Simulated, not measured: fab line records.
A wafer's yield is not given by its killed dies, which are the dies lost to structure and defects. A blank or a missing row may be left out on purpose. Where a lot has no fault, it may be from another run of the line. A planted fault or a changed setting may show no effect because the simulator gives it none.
Code-filled problem report in 8D (eight disciplines) form -- flow rit_cmos -- the parts of the form that need people (team, actions taken, sign-off) are left out

== 1. PROBLEM STATEMENT ==
Mean of cd_nm at RIT_M1_CD_MEAS_09: 2586.5 nm across 6 wafers in 2 lots; on wafers with no fault it is 2599.4 nm (standard deviation 2.2). That is -5.9 standard deviations from the usual mean.
The step: target cd 2600 nm.
First seen on wafer L526.1, day 7 22:21, on cd_sem-01. The record holds 42 wafers of 14 lots with a number at this step. By rule, "out" or "out of limits" means more than 4 standard deviations away from the usual mean. The rest of the wafers with a number are treated as sound.

== 2. WHAT IT IS; WHAT IT IS NOT ==
question,is,is not
which readings at this step,cd_nm,-
which lots,"L526, L527","L504, L505, L506, L507, L508, L509, L510, L511, L512, L513, L514, L515"
which wafers of those lots,all that have a number,-
read on which gauges,"cd_sem-01, cd_sem-02",-
when,from day 7 22:21,up to then (36 sound wafers)

== 3. WHAT RULES OUT EACH SUSPECT ==
Counting: a tool at a process step up to the reading stays a suspect if it ran every lot that is out and no sound lot after the first of them.
- the gauge at RIT_M1_CD_MEAS_09 is ruled out. 2 gauges (cd_sem-01, cd_sem-02) read the wafers that are out.
- litho_track-02 at RIT_M1_DEVELOP_08 (develop time 68 s): kept. All lots that are out passed through it, beginning with L526 at day 7 22:00, and no sound lot followed; its final sound lot before that point was L512 at day 5 02:00.
Left after counting: litho_track-02 at RIT_M1_DEVELOP_08.

== 4. THE CAUSE (what the simulator had put in) ==
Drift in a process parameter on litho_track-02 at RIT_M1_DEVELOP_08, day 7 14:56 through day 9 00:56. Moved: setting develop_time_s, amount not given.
The count eliminated every tool but this one.

== 5. THE CHAIN OF EFFECTS, in route order ==
Each row: a reading whose mean over the struck wafers that have a number lies more than 3 standard deviations from the usual. Scope: only readings with a usual standard deviation given in the record; hours: median across lots of the time from each lot's start at the first step in this table that gives one to its start at this step; sigmas: change in usual standard deviations.
hours,step,reading,usual,on struck wafers,change,sigmas
0,RIT_M1_CD_MEAS_09,cd_nm,2599.4 nm,2586.5,-12.9,-5.9

== 6. WHAT WOULD HAVE CAUGHT IT SOONER ==
Counted from the fault's start at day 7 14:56, it took 7 hours until the first out-of-limits reading at a measuring or inspecting step in this record, taken at day 7 22:21.
Among the 2 lots that are out, L527 began RIT_M1_DEVELOP_08 on litho_track-02 after day 7 22:21. A hold on the tool at that time would have spared it.
